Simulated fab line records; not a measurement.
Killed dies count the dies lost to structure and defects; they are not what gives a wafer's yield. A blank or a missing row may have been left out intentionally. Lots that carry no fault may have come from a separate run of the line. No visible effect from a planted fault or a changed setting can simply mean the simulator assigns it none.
Split-lot experiment :: flow berkeleyCmos170 :: on a route of 331 steps: 5 lots, 23 wafers read

== THE SPLIT ==
At UCB170_M1_METAL_ETCH_12 (etches Al in Cl2/BCl3, stops on PSG, target depth 780 nm, time 130 s), the setting timeS was moved away from the recipe's 130 s on 5 of the 23 wafers read, by -12.8% to -11.8%. The other wafers ran this setting at the recipe's value.

The reading is taken at the split's own step.

== THE READING ==
oesProductAu, in a.u., at UCB170_M1_METAL_ETCH_12 (etches Al in Cl2/BCl3, stops on PSG, target depth 780 nm, time 130 s). On this fab line, fault-free wafers typically give 0.850 a.u. with a standard deviation of 0.018 a.u.

wafer: L075.1
tool, chamber at the split: rieMetal-01, 1
timeS as run, s: 130
against the recipe: recipe
oesProductAu, a.u.: 0.856
against lot-mates on the recipe: -

wafer: L075.2
tool, chamber at the split: rieMetal-01, 0
timeS as run, s: 130
against the recipe: recipe
oesProductAu, a.u.: 0.828
against lot-mates on the recipe: -

wafer: L075.3
tool, chamber at the split: rieMetal-01, 0
timeS as run, s: 130
against the recipe: recipe
oesProductAu, a.u.: 0.841
against lot-mates on the recipe: -

wafer: L075.4
tool, chamber at the split: rieMetal-01, 1
timeS as run, s: 130
against the recipe: recipe
oesProductAu, a.u.: 0.858
against lot-mates on the recipe: -

wafer: L075.6
tool, chamber at the split: rieMetal-01, 0
timeS as run, s: 130
against the recipe: recipe
oesProductAu, a.u.: 0.847
against lot-mates on the recipe: -

wafer: L078.3
tool, chamber at the split: rieMetal-04, 1
timeS as run, s: 130
against the recipe: recipe
oesProductAu, a.u.: 0.883
against lot-mates on the recipe: -

wafer: L078.4
tool, chamber at the split: rieMetal-04, 0
timeS as run, s: 130
against the recipe: recipe
oesProductAu, a.u.: 0.824
against lot-mates on the recipe: -

wafer: L078.6
tool, chamber at the split: rieMetal-04, 0
timeS as run, s: 130
against the recipe: recipe
oesProductAu, a.u.: 0.826
against lot-mates on the recipe: -

wafer: L080.1
tool, chamber at the split: rieMetal-03, 0
timeS as run, s: 130
against the recipe: recipe
oesProductAu, a.u.: 0.855
against lot-mates on the recipe: -

wafer: L080.2
tool, chamber at the split: rieMetal-03, 1
timeS as run, s: 130
against the recipe: recipe
oesProductAu, a.u.: 0.864
against lot-mates on the recipe: -

wafer: L080.3
tool, chamber at the split: rieMetal-03, 1
timeS as run, s: 130
against the recipe: recipe
oesProductAu, a.u.: 0.876
against lot-mates on the recipe: -

wafer: L080.5
tool, chamber at the split: rieMetal-03, 0
timeS as run, s: 130
against the recipe: recipe
oesProductAu, a.u.: 0.866
against lot-mates on the recipe: -

wafer: L080.6
tool, chamber at the split: rieMetal-03, 1
timeS as run, s: 130
against the recipe: recipe
oesProductAu, a.u.: 0.871
against lot-mates on the recipe: -

wafer: L081.1
tool, chamber at the split: rieMetal-01, 0
timeS as run, s: 113.3
against the recipe: -12.8%
oesProductAu, a.u.: 0.920
against lot-mates on the recipe: +0.087

wafer: L081.2
tool, chamber at the split: rieMetal-01, 0
timeS as run, s: 130
against the recipe: recipe
oesProductAu, a.u.: 0.832
against lot-mates on the recipe: -

wafer: L081.3
tool, chamber at the split: rieMetal-01, 0
timeS as run, s: 130
against the recipe: recipe
oesProductAu, a.u.: 0.835
against lot-mates on the recipe: -

wafer: L081.4
tool, chamber at the split: rieMetal-01, 0
timeS as run, s: 113.3
against the recipe: -12.8%
oesProductAu, a.u.: 0.908
against lot-mates on the recipe: +0.075

wafer: L081.6
tool, chamber at the split: rieMetal-01, 0
timeS as run, s: 113.3
against the recipe: -12.8%
oesProductAu, a.u.: 0.896
against lot-mates on the recipe: +0.063

wafer: L083.1
tool, chamber at the split: rieMetal-03, 0
timeS as run, s: 114.7
against the recipe: -11.8%
oesProductAu, a.u.: 0.913
against lot-mates on the recipe: +0.054

wafer: L083.2
tool, chamber at the split: rieMetal-03, 1
timeS as run, s: 130
against the recipe: recipe
oesProductAu, a.u.: 0.864
against lot-mates on the recipe: -

wafer: L083.4
tool, chamber at the split: rieMetal-03, 0
timeS as run, s: 130
against the recipe: recipe
oesProductAu, a.u.: 0.862
against lot-mates on the recipe: -

wafer: L083.5
tool, chamber at the split: rieMetal-03, 1
timeS as run, s: 130
against the recipe: recipe
oesProductAu, a.u.: 0.851
against lot-mates on the recipe: -

wafer: L083.6
tool, chamber at the split: rieMetal-03, 0
timeS as run, s: 114.7
against the recipe: -11.8%
oesProductAu, a.u.: 0.938
against lot-mates on the recipe: +0.079

THE FIT
A straight line over all 23 wafers: oesProductAu changes by -0.00501 a.u. for each +1% of timeS; r = -0.83; the points scatter about the line by 0.018 a.u.
The same after taking each lot's own level away (the mean of its wafers on the recipe; 23 wafers): -0.00575 a.u. for each +1%; r = -0.92; scatter 0.013 a.u.
Per that fit: largest timeS move, reading shift of 0.074 a.u.
From 0.8335 to 0.8664 a.u.: that is the span of the lots' own levels, equal to 1.8 times the standard deviation above.
Hence the slope depends on the lot-to-lot level, as the two fits are not the same.
Check: +0.0704 a.u. against its lot-mates is what the line predicts for one of the wafers moved furthest among these (-12.8%) when that wafer is left out of the fit. It came out at +0.0865 a.u. against them.
Tool readings at the split's step, against how far the setting was moved: oesProductAu r = -0.83.

== THE WHOLE CHAIN: every reading that the file lists as answering this split, in the file's order ==
step: UCB170_M1_METAL_ETCH_12
what it does: etches Al in Cl2/BCl3, stops on PSG, target depth 780 nm, time 130 s
reading: oesProductAu
change (the file's fit): -0.00575 a.u. for each +1% of the setting
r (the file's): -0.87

step: UCB170_M1_METAL_ETCH_12
what it does: etches Al in Cl2/BCl3, stops on PSG, target depth 780 nm, time 130 s
reading: KrF_of_M1_COAT_04.thkNm (the simulator's own value, which no gauge read)
change (the file's fit): -4.58 nm for each +1% of the setting
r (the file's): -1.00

== FILE'S OWN FIT ==
oesProductAu changes by -0.00575 a.u. for each +1% of timeS, r = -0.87.
